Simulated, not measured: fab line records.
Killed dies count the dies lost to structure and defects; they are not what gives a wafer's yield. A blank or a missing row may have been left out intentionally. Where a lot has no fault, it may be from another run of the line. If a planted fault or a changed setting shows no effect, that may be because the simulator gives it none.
fab line records    flow rit_cmos
[record] lots = 7  wafers = 21  last_day = 7
route steps=202 shown GATE@75 FOX2@80
lots that met no fault: from a run of the same line without faults
start_h: start of the lot's first displayed wafer, in hours after the record's first day    wait_h: how many hours have passed since the lot's step before this one    " same as the row above    L1.1+2: a single row standing in for several wafers    - no value, or no start given    * or withheld: withheld    < > ~ a bound
route shown NAME@n: NAME is a module with steps in the file, n the number in the route of the first one    usual: mean/standard deviation taken from wafers without a fault    same: alike in all rows    chamber/n: place in a boat    sites: readings site by site    _std_site: standard deviation across them    _edge_site: mean of outer sites minus mean of inner sites    radius_mm: for every site, how far away it sits from the centre of the wafer    mask NAME#n: copy n    behind: the last tool/chamber to shape the wafer    hold: cause of the lot's hold/its duration in hours/its outcome    device: the transistor (n, p or np) that didn't switch    end of line: the route-end tests of the same wafers    a step given without rows: its recipe and nothing more    killed: at the first sort, the dies lost to defects and structure; wafer yield is something else    map: dies across one wafer; x = killed, . = not, _ = none there
set.NAME: the setting the step ran with; set.NAME@STEP: the setting that earlier step ran with    model.NAME: the simulator's own value behind a step, which no gauge read
lots seen at some steps along the route; tables by step, rows by wafer
services: a tool's chamber out of use, with start hour (start_h, from the record's first day; less than 0 if before it), hours out, and reason
[[steps]]
[step RIT_GATE_WET_ETCH_00]
[recipe] chemistry = BOE  target = SiO2  target_depth_nm = 56  time_s = 60  dry = n2_spin  dilution = 10:1  temp_c = 21.5
[step RIT_GATE_CLEAN_01]
[recipe] chemistry = SC1  mix = 3:3:50  time_s = 600  temp_c = 75
[step RIT_GATE_CLEAN_02]
[recipe] chemistry = dHF  dilution = 50:1  time_s = 30
[step RIT_GATE_CLEAN_03]
[recipe] chemistry = SC2  mix = 3:3:50  time_s = 600  temp_c = 75  dry = n2_spin
[step RIT_GATE_CLEAN_04]
[recipe] chemistry = dHF  dilution = 50:1  time_s = 60.89  dry = n2_spin
[step RIT_FOX2_THK_MEAS_91]
[recipe] reads = SiO2_of_FOX2_OXIDATION_00
[usual] FIELD_OXIDE_LEFT_2_THK = 235/5.9
lot.wafer  tool           chamber  start_h  wait_h  FIELD_OXIDE_LEFT_2_THK[nm]
L205.3     film_metro-03  -        37.47    0.0     248
L205.4     "              -        "        "       250
L205.6     "              -        "        "       247
L206.1     film_metro-02  -        41.95    0.0     228
L206.2     "              -        "        "       237
L206.5     "              -        "        "       236
L207.2     film_metro-02  -        47.05    0.0     223
L207.5     "              -        "        "       225
L207.6     "              -        "        "       229
L209.3     film_metro-04  -        57.49    0.0     233
L209.4     "              -        "        "       239
L209.6     "              -        "        "       237
L223.3     film_metro-04  -        126.78   0.0     236
L223.5     "              -        "        "       235
L223.6     "              -        "        "       233
L226.2     film_metro-03  -        142.31   0.0     228
L226.3     "              -        "        "       219
L226.5     "              -        "        "       230
L227.1     film_metro-04  -        147.29   0.0     235
L227.3     "              -        "        "       234
L227.5     "              -        "        "       233
[step RIT_GATE_OXIDATION_05]
[recipe] temp_c = 900  ambient = O2  target_thk_a = 30  ox_time_s = 270
[step RIT_GATE_ANNEAL_06]
[recipe] temp_c = 900  time_s = 600  ambient = N2O
[step RIT_GATE_THK_MEAS_07]
[recipe] reads = SiO2_of_GATE_OXIDATION_05
[usual] GATE_OXIDE_THK = 3.02/0.074
lot.wafer  tool           chamber  start_h  wait_h  GATE_OXIDE_THK[nm]
L205.3     film_metro-04  -        38.85    0.0     3.10
L205.4     "              -        "        "       3.10
L205.6     "              -        "        "       3.10
L206.1     film_metro-04  -        43.34    0.0     3.11
L206.2     "              -        "        "       3.10
L206.5     "              -        "        "       3.13
L207.2     film_metro-04  -        49.31    0.0     2.97
L207.5     "              -        "        "       3.12
L207.6     "              -        "        "       3.03
L209.3     film_metro-04  -        58.96    0.0     3.08
L209.4     "              -        "        "       3.02
L209.6     "              -        "        "       3.02
L223.3     film_metro-02  -        128.40   0.0     3.07
L223.5     "              -        "        "       3.07
L223.6     "              -        "        "       3.01
L226.2     film_metro-02  -        143.70   0.0     3.12
L226.3     "              -        "        "       3.13
L226.5     "              -        "        "       3.07
L227.1     film_metro-02  -        148.68   0.0     3.07
L227.3     "              -        "        "       3.04
L227.5     "              -        "        "       3.17
[step RIT_GATE_CVD_08]
[recipe] material = poly-Si  target_thk_nm = 250  temp_c = 610  precursor = SiH4  time_s = 2220  pressure_mtorr = 300  sih4_flow_sccm = 100
[step RIT_GATE_THK_MEAS_09]
[recipe] reads = poly-Si_of_GATE_CVD_08
[usual] GATE_POLY_THK = 249.5/1.9
lot.wafer  tool           chamber  start_h  wait_h  GATE_POLY_THK[nm]
L205.3     film_metro-03  -        40.53    0.0     250.5
L205.4     "              -        "        "       251.1
L205.6     "              -        "        "       247.5
L206.1     film_metro-04  -        45.02    0.0     249.0
L206.2     "              -        "        "       251.1
L206.5     "              -        "        "       249.2
L207.2     film_metro-03  -        50.98    0.0     249.6
L207.5     "              -        "        "       250.5
L207.6     "              -        "        "       249.7
L209.3     film_metro-04  -        61.45    0.0     250.7
L209.4     "              -        "        "       249.8
L209.6     "              -        "        "       251.9
L223.3     film_metro-04  -        130.07   0.0     247.3
L223.5     "              -        "        "       246.7
L223.6     "              -        "        "       247.1
L226.2     film_metro-04  -        145.37   0.0     251.4
L226.3     "              -        "        "       252.4
L226.5     "              -        "        "       249.3
L227.1     film_metro-02  -        150.35   0.0     248.6
L227.3     "              -        "        "       249.9
L227.5     "              -        "        "       248.7
[step RIT_GATE_HMDS_10]
[recipe] prime_time_s = 60  prime_temp_c = 140
[step RIT_GATE_COAT_11]
[recipe] resist = NOVOLAK  spin_rpm = 4250  resist_thk_nm = 850
lot.wafer  tool            chamber  start_h  wait_h  model.NOVOLAK_of_GATE_COAT_11.thk_nm
L205.3     litho_track-04  0        40.77    0.1     849.5
L205.4     "               0        "        "       851
L205.6     "               0        "        "       852.7
L206.1+2   litho_track-04  0        45.23    0.1     467.6
L206.5     "               0        "        "       467.5
L207.2     litho_track-04  0        51.21    0.1     469
L207.5     "               0        "        "       468.7
L207.6     "               0        "        "       467.9
L209.3+4   litho_track-04  0        61.69    0.1     466
L209.6     "               0        "        "       465.2
L223.3     litho_track-02  0        130.44   0.1     849.2
L223.5     "               0        "        "       850.9
L223.6     "               0        "        "       846
L226.2     litho_track-04  0        145.60   0.1     852.9
L226.3     "               0        "        "       851.3
L226.5     "               0        "        "       854
L227.1     litho_track-02  0        150.56   0.1     847.4
L227.3     "               0        "        "       847.6
L227.5     "               0        "        "       847.7
[step RIT_GATE_SOFTBAKE_12]
[recipe] resist = NOVOLAK  temp_c = 90  time_s = 60
[step RIT_GATE_EXPOSE_13]
[recipe] mask_id = M6  na = 0.6  source_shape = conventional  sigma_outer = 0.6  target_cd_nm = 150  dose_mj = 380
[step RIT_GATE_PEB_14]
[recipe] resist = NOVOLAK  temp_c = withheld  time_s = withheld
[step RIT_GATE_DEVELOP_15]
[recipe] resist = NOVOLAK  develop_time_s = 48.27  dev_temp_c = 23
[usual] developer_temp_C = 23.01/0.1
lot.wafer  tool            chamber  start_h  wait_h  developer_temp_C  model.GATE.cd_nm
L205.3     litho_track-04  0        -        -       23.17             147.9
L205.4     "               0        "        "       23.09             149
L205.6     "               0        "        "       23.00             147.5
L206.1     litho_track-02  0        -        -       22.83             65.81
L206.2     "               0        "        "       23.03             64.03
L206.5     "               0        "        "       22.97             62.77
L207.2     litho_track-02  0        -        -       23.01             78.77
L207.5     "               0        "        "       22.88             80.41
L207.6     "               0        "        "       23.14             78.71
L209.3     litho_track-02  0        -        -       22.97             95.24
L209.4     "               0        "        "       23.07             94.61
L209.6     "               0        "        "       23.00             94.55
L223.3     litho_track-01  0        -        -       22.94             148.2
L223.5     "               0        "        "       22.88             149.9
L223.6     "               0        "        "       22.90             149.9
L226.2     litho_track-04  0        -        -       22.92             154
L226.3     "               0        "        "       22.95             154.8
L226.5     "               0        "        "       22.96             152.8
L227.1     litho_track-02  0        -        -       23.09             150.2
L227.3     "               0        "        "       23.07             148.1
L227.5     "               0        "        "       23.10             146.5
[step RIT_GATE_CD_MEAS_16]
[recipe] target_cd_nm = 150
[usual] cd_nm = 148.9/2.4
lot.wafer  tool       chamber  start_h  wait_h  cd_nm
L205.3     cd_sem-02  -        44.63    -       148.2
L205.4     "          -        "        "       148.9
L205.6     "          -        "        "       147.9
L206.1     cd_sem-02  -        46.05    -       65.6
L206.2     "          -        "        "       64.4
L206.5     "          -        "        "       62.7
L207.2     cd_sem-01  -        51.93    -       78.8
L207.5     "          -        "        "       80.6
L207.6     "          -        "        "       78.7
L209.3     cd_sem-01  -        62.50    -       95.1
L209.4     "          -        "        "       94.6
L209.6     "          -        "        "       94.4
L223.3     cd_sem-01  -        131.15   -       147.9
L223.5     "          -        "        "       149.9
L223.6     "          -        "        "       150.3
L226.2     cd_sem-01  -        146.29   -       153.9
L226.3     "          -        "        "       155.1
L226.5     "          -        "        "       152.6
L227.1     cd_sem-02  -        151.26   -       150.1
L227.3     "          -        "        "       148.2
L227.5     "          -        "        "       146.6
[step RIT_GATE_OVL_MEAS_17]
[usual] GATE_OVL = -1.5/1.6
lot.wafer  tool        chamber  start_h  wait_h  GATE_OVL[nm]
L205.3     overlay-01  -        44.72    0.1     -3.8
L205.4     "           -        "        "       -1.8
L205.6     "           -        "        "       -1.6
L206.1     overlay-02  -        46.17    0.1     -3.0
L206.2     "           -        "        "       -4.6
L206.5     "           -        "        "       -3.5
L207.2     overlay-01  -        52.03    0.1     1.0
L207.5     "           -        "        "       -0.6
L207.6     "           -        "        "       -1.9
L209.3     overlay-02  -        62.59    0.1     -2.6
L209.4     "           -        "        "       -1.0
L209.6     "           -        "        "       0.0
L223.3     overlay-01  -        131.24   0.1     -1.1
L223.5     "           -        "        "       -0.3
L223.6     "           -        "        "       -2.6
L226.2     overlay-01  -        146.40   0.1     -1.6
L226.3     "           -        "        "       0.8
L226.5     "           -        "        "       0.7
L227.1     overlay-02  -        151.38   0.1     -2.8
L227.3     "           -        "        "       -3.5
L227.5     "           -        "        "       -0.8
[step RIT_GATE_HARDBAKE_18]
[recipe] resist = NOVOLAK  temp_c = 140  time_s = 60
[step RIT_GATE_ETCH_19]
[recipe] chemistry = SF6/CHF3/O2  time_s = 165  SF6_flow_sccm = 30  CHF3_flow_sccm = 30  O2_flow_sccm = 5  target = poly-Si  pressure_mtorr = 40  rf_w = 160  target_depth_a = 3125  over_etch_frac = 0.25  stop_on = SiO2
[usual] SF6_flow_sccm = 30.00/0.092  drypump_motor_current_A = 5.9/0.36  oes_product_au = 0.846/0.019  rf_fwd_power_W = 159.2/0.54  throttle_valve_pct = 10.30/0.11
lot.wafer  tool       chamber  start_h  wait_h  SF6_flow_sccm  drypump_motor_current_A  oes_product_au  rf_fwd_power_W  rf_hours_counter_h  throttle_valve_pct  model.NOVOLAK_of_GATE_COAT_11.thk_nm  model.GATE.cd_nm
L205.3     rie_si-01  2        44.89    0.1     30.01          5.5                      0.831           159.1           59                  10.28               671.4                                 148.1
L205.4     "          1        "        "       29.92          5.2                      0.835           158.6           142                 10.46               674.1                                 149.1
L205.6     "          2        "        "       30.14          5.5                      0.831           158.9           -                   10.27               674.2                                 147.7
L206.1     rie_si-02  1        46.36    0.1     29.99          5.7                      0.864           158.8           138                 10.14               333.8                                 65.88
L206.2     "          0        "        "       30.05          6.3                      0.871           157.6           93                  10.21               336                                   64.2
L206.5     "          2        "        "       30.10          6.3                      0.826           159.5           -                   10.37               332.6                                 62.83
L207.2     rie_si-01  1        52.21    0.1     30.04          5.2                      0.827           159.1           142                 10.50               338.6                                 78.88
L207.5     "          3        "        "       30.09          6.1                      0.844           159.5           -                   10.39               338.4                                 80.48
L207.6     "          0        "        "       30.07          5.8                      0.849           158.3           -                   10.17               333.8                                 78.81
L209.3     rie_si-01  0        62.77    0.1     29.87          5.9                      0.855           158.5           25                  10.15               331.8                                 95.19
L209.4     "          1        "        "       30.16          5.2                      0.823           159.2           142                 10.49               336                                   94.72
L209.6     "          2        "        "       30.00          5.5                      0.845           157.8           -                   10.27               333.9                                 94.74
L223.3     rie_si-01  1        131.42   0.1     30.06          5.2                      0.825           160.1           142                 10.47               672.2                                 148.3
L223.5     "          3        "        "       29.88          6.2                      0.835           159.3           -                   10.41               674.9                                 150
L223.6     "          2        "        "       29.76          5.5                      0.831           158.9           -                   10.26               669.1                                 150.1
L226.2     rie_si-02  1        146.58   0.1     30.11          5.7                      0.866           159.6           139                 10.14               672.5                                 154
L226.3     "          2        "        "       30.10          6.3                      0.827           158.8           64                  10.37               669.9                                 154.9
L226.5     "          1        "        "       30.06          5.7                      0.868           159.7           -                   10.14               673.6                                 152.9
L227.1     rie_si-01  3        151.57   0.1     30.09          6.2                      0.843           158.6           118                 10.41               670.4                                 150.2
L227.3     "          0        "        "       29.93          5.8                      0.845           158.3           26                  10.15               666.6                                 148.2
L227.5     "          2        "        "       29.99          5.5                      0.831           158.7           -                   10.27               669.7                                 146.7
[step RIT_GATE_STRIP_20]
[recipe] chemistry = O2  time_s = 180  resist = NOVOLAK  platen_temp_c = withheld  power_w = 500  pressure_mtorr = 4000  o2_flow_sccm = 4000
[usual] drypump_motor_current_A = 5.5/0.42  o2_flow_sccm = 4002/11
lot.wafer  tool             chamber  start_h  wait_h  drypump_motor_current_A  o2_flow_sccm  rf_hours_counter_h
L205.3     plasma_asher-03  1        45.06    0.1     5.7                      4005          -
L205.4     "                0        "        "       5.8                      4018          -
L205.6     "                1        "        "       5.7                      4006          -
L206.1     plasma_asher-03  0        46.47    0.1     5.7                      4012          40
L206.2     "                1        "        "       5.8                      3998          40
L206.5     "                0        "        "       5.8                      4020          -
L207.2     plasma_asher-03  0        52.32    0.1     5.7                      4014          41
L207.5     "                0        "        "       5.7                      4010          -
L207.6     "                1        "        "       5.7                      3999          -
L209.3     plasma_asher-01  1        62.93    0.1     4.8                      3990          -
L209.4     "                0        "        "       6.1                      4008          -
L209.6     "                0        "        "       6.2                      4011          -
L223.3     plasma_asher-01  1        131.58   0.1     4.8                      4011          -
L223.5     "                0        "        "       6.2                      3992          -
L223.6     "                1        "        "       4.8                      3996          -
L226.2     plasma_asher-04  0        146.69   0.1     5.2                      3987          37
L226.3     "                1        "        "       5.6                      3995          -
L226.5     "                1        "        "       5.5                      3976          -
L227.1     plasma_asher-04  0        151.68   0.1     5.2                      4005          38
L227.3     "                0        "        "       5.2                      4016          -
L227.5     "                1        "        "       5.6                      4018          -
[[services]]
tool             chamber  start_h  hours  kind
rie_si-01        0        53.00    7.8    repair
plasma_asher-03  -        61.16    2.7    repair
plasma_asher-01  -        74.99    3.2    repair
plasma_asher-01  -        90.39    5.1    repair
plasma_asher-01  -        115.79   4.3    repair
rie_si-01        1        147.12   -      clean
rie_si-01        1        147.12   16.1   scheduled_down
rie_si-01        1        147.12   16.1   vent_cycle
rie_si-02        2        148.56   1.8    repair
[[key]]
[first_sign] step = RIT_GATE_CD_MEAS_16  reading = cd_nm  direction = down  sigmas = 29  usual = 148.9  struck = 79.4  through = control_loop
effect none on later readings
[model_effect] step = RIT_GATE_COAT_11  value = NOVOLAK_of_GATE_COAT_11.thk_nm  without = 849.6  struck = 467.3
[model_effect] step = RIT_GATE_DEVELOP_15  value = GATE.cd_nm  without = 151.6  struck = 79.43
[model_effect] step = RIT_GATE_ETCH_19  value = NOVOLAK_of_GATE_COAT_11.thk_nm  without = 670.1  struck = 335
met_at RIT_GATE_COAT_11
struck_wafers L206.1,L206.2,L206.5,L207.2,L207.5,L207.6,L209.3,L209.4,L209.6
later_rows_left_out L206.1,L206.2,L206.5,L207.2,L207.5,L207.6,L209.3,L209.4,L209.6
sort_left_out L206.1,L206.2,L206.5,L207.2,L207.5,L207.6,L209.3,L209.4,L209.6
tester_left_out L206,L207,L209
[loop_trim] step = RIT_GATE_EXPOSE_13  setting = dose  lots = L207,L209
onset_between 40.77 45.23
[fault] kind = process_parameter_drift  tool = litho_track-04  chamber = -  onset_h = 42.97  steps = RIT_GATE_COAT_11  channel = resist_thk_nm  offset = -382.5  shape = step  end_h = 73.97  acts_in = these_recipes_only  stated = 850
// tester_left_out: of these lots the tester's yield and bins aren't shown, on N5 and GAA mostly nor the transistor test; their killed dies are dies lost to structure and defects alone, not to doping, threshold or leakage, so they don't give the yield
// sort_left_out: the simulated sort isn't trusted on such a fault, so these wafers' sort isn't shown, and their yield isn't known
// later_rows_left_out: the simulator's readings of these wafers behind a module that went badly wrong aren't trusted and aren't shown, but for the sort
// loop_trim: a control loop set the setting to another value than it would have without faults
